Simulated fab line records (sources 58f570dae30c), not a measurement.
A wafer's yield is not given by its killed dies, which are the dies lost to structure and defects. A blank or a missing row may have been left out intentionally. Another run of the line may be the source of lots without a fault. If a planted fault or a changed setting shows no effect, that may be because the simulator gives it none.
Struck lot and sound lot, side by side -- flow berkeley_cmos170 -- 14 steps out of a route of 331
Sound: these wafers, L495.4, L495.5, L495.6. The struck wafers were L498.2, L498.3, L498.6. Last of all comes the cause.
For every step that has rows: the tool of each side, followed by ch and its chambers, followed by its first start. Under that, the readings that differ: sound wafers -- struck wafers -- difference of the means -- sigmas: that difference in standard deviations of wafers without a fault.
alike: a reading whose means differ by less than 2 such deviations, as well as words and numbers matching on both sides. not compared: withheld readings; readings where some wafer has no value; bounds like >300 that might hide an equal value; numbers whose values overlap and for which the record gives no deviation.
A row with sigmas, a row that says differs or no value, or rows on one side alone: a step with any of these is where the two part. Numbers that have no deviation but don't overlap get no sigmas and don't part them. A reading that every wafer of one side lacks parts them only if that side has two wafers or more.

UCB170_M1_STRIP_13: strips in O2.
  sound on plasma_asher-04 ch 0,1, day 9 08:54; struck on plasma_asher-04 ch 0,1, day 9 22:40
  alike: drypump_motor_current_A, oes_product_au
  not compared: rf_hours_counter_h
UCB170_M1_CD_MEAS_90 targets a cd of 700 nm.
  sound: cd_sem-01 at day 9 09:01; struck: cd_sem-01 at day 9 22:50
  alike: cd_nm
then, 1 step without rows for these wafers: UCB170_M1_ANNEAL_14 (time 1200 s).
UCB170_V1_CVD_00: deposits SiO2 from TEOS/O2, target thk 2000 nm, time 250 s.
  sound on pecvd-02 ch 0,1,2, day 9 10:29; struck on pecvd-03 ch 1,2, day 10 00:48
  alike: heater_power_w
UCB170_V1_THK_MEAS_01:
  sound: film_metro-02 at day 9 10:36; struck: film_metro-02 at day 10 00:58
  alike: V1_TEOS_THK
UCB170_V1_CMP_02: polishes SiO2.
  sound on cmp-02 ch 0,2,3, day 9 10:44; struck on cmp-01 ch 0,1,2, day 10 01:07
  alike: motor_current_A
UCB170_V1_BOW_MEAS_03:
  sound: film_metro-01 at day 9 10:59; struck: film_metro-02 at day 10 01:21
  alike: V1_BOW
UCB170_V1_THK_MEAS_04:
  sound: film_metro-01 at day 9 11:05; struck: film_metro-02 at day 10 01:28
  alike: V1_POLISHED_THK
then, 4 steps without rows for these wafers: UCB170_V1_CLEAN_05 (cleans in DIW); UCB170_V1_HMDS_06 (prime time 60 s); UCB170_V1_COAT_07 (resist thk 900 nm); UCB170_V1_SOFTBAKE_08 (time 60 s).
UCB170_V1_EXPOSE_09: exposes mask VIA1, target cd 700 nm.
  sound on krf_scanner-02 ch 0, day 9 12:07; struck on krf_scanner-02, day 10 02:19
  no value came back on the struck wafers for exposure_dose_mJ_cm2, focus_offset_nm (nm), sigma_outer; on the sound wafers exposure_dose_mJ_cm2 reads 36.97 36.99 36.96
  alike: mask
following that, these wafers have no rows for 1 step: UCB170_V1_PEB_10.

## WHERE THEY PART
UCB170_V1_EXPOSE_09 only, going by this record.

WHY: what had been put in by the simulator
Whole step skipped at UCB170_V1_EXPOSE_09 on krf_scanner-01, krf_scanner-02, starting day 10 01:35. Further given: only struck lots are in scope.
